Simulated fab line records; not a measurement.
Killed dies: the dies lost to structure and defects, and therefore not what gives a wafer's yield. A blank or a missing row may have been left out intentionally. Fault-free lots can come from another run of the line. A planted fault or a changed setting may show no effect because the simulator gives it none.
The same fault as seen by 2 desks || flow berkeley_cmos170 || only its own numbers are on each desk; what lay behind them is given at the end

== FROM THE METROLOGY DESK ==
Means of the sampled wafers that have a number, per lot and without regard to the tool the lot ran on: this is what the gauges read. Any lot whose mean is over 4 standard deviations away from the usual mean is out of limits and marked OUT; that distance is given in the brackets.
Columns: A = ACTIVE_OXIDE_THK at UCB170_ACTIVE_THK_MEAS_03, usual 26.2 nm; B = SACOX_OXIDE_THK at UCB170_SACOX_THK_MEAS_02, usual 14.36 nm; C = PVT_TW at UCB170_PVT_TW_MEAS_09, usual 505.9; D = cd_nm at UCB170_PLDD_CD_MEAS_06, usual 1200.0 nm
{"lot": "L379", "first seen here": "day 4 02:55", "A": 26.3, "B": 14.26, "C": 506.4, "D": 1201.3}
{"lot": "L378", "first seen here": "day 4 02:56", "A": 26.3, "B": 14.24, "C": 501.8, "D": 1199.2}
{"lot": "L381", "first seen here": "day 4 07:25", "A": 25.4, "B": 13.88, "C": 506.6, "D": 1200.4}
{"lot": "L380", "first seen here": "day 4 07:26", "A": 25.9, "B": 13.97, "C": 508.7, "D": 1198.8}
{"lot": "L383", "first seen here": "day 4 19:04", "A": 25.5, "B": 14.30, "C": 502.5, "D": 1198.8}
{"lot": "L384", "first seen here": "day 4 19:04", "A": 25.5, "B": 14.27, "C": 506.5, "D": 1200.1}
{"lot": "L385", "first seen here": "day 5 05:04", "A": 26.6, "B": 14.61, "C": 507.9, "D": 1197.2}
{"lot": "L386", "first seen here": "day 5 05:04", "A": 26.7, "B": 14.38, "C": 505.7, "D": 1197.1}
{"lot": "L387", "first seen here": "day 5 14:37", "A": 26.9, "B": 14.30, "C": 505.7, "D": 1200.6}
{"lot": "L389", "first seen here": "day 5 23:21", "A": 25.1, "B": 14.29, "C": 505.1, "D": 1200.2}
{"lot": "L392", "first seen here": "day 6 11:10", "A": 26.5, "B": 14.28, "C": 509.8, "D": 1200.8}
{"lot": "L396", "first seen here": "day 7 07:41", "A": 27.0, "B": 14.43, "C": "478.1 (-11) OUT", "D": 1201.2}
{"lot": "L395", "first seen here": "day 7 10:57", "A": 26.0, "B": 14.77, "C": "479.7 (-10) OUT", "D": 1199.5}
{"lot": "L401", "first seen here": "day 8 16:39", "A": 26.7, "B": 14.65, "C": 507.5, "D": 1199.7}
Finding of this desk: L395, L396 out of limits, first seen on L396 at day 9 01:08 (PVT_TW at UCB170_PVT_TW_MEAS_09). In limits: L379, L378, L381, L380, L383, L384, L385, L386, L387, L389, L392, L401.

== TOOL OWNER'S DESK, implanter-04 ==
UCB170_PVT_IMPLANT_07, tool's own readings: per-lot mean of the sampled wafers with a number, covering each lot this tool ran. Any lot whose mean is over 4 standard deviations away from the usual mean is out of limits and marked OUT; that distance is given in the brackets.
Columns: A = beam_energy_keV at UCB170_PVT_IMPLANT_07, usual 30.000
{"lot": "L379", "first seen here": "day 5 15:55", "A": 30.008}
{"lot": "L378", "first seen here": "day 5 16:41", "A": 30.003}
{"lot": "L384", "first seen here": "day 6 08:38", "A": 29.996}
{"lot": "L383", "first seen here": "day 6 09:49", "A": 30.004}
{"lot": "L396", "first seen here": "day 9 00:54", "A": "24.595 (-99 or more) OUT"}
{"lot": "L395", "first seen here": "day 9 02:40", "A": "24.592 (-99 or more) OUT"}
This desk's verdict: out of limits on L395, L396, starting with L396 at day 9 00:54 (beam_energy_keV at UCB170_PVT_IMPLANT_07). In limits: L379, L378, L384, L383.

== TAKEN TOGETHER ==
On L395, L396, at day 9 00:54, an alarm was possible from the tool owner's desk.
An alarm was possible from the metrology desk at day 9 01:08, on L395, L396.
On implanter-04, each named lot ran UCB170_PVT_IMPLANT_07.

== WHAT WAS PUT IN BY THE SIMULATOR ==
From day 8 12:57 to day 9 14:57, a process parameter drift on implanter-04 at UCB170_PVT_IMPLANT_07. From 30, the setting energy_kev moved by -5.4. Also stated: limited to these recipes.
Lots struck among those shown: L395, L396.
Counting hours from when the fault started, the first reading out of limits came at 12 for the tool owner's desk and at 12 for the metrology desk.
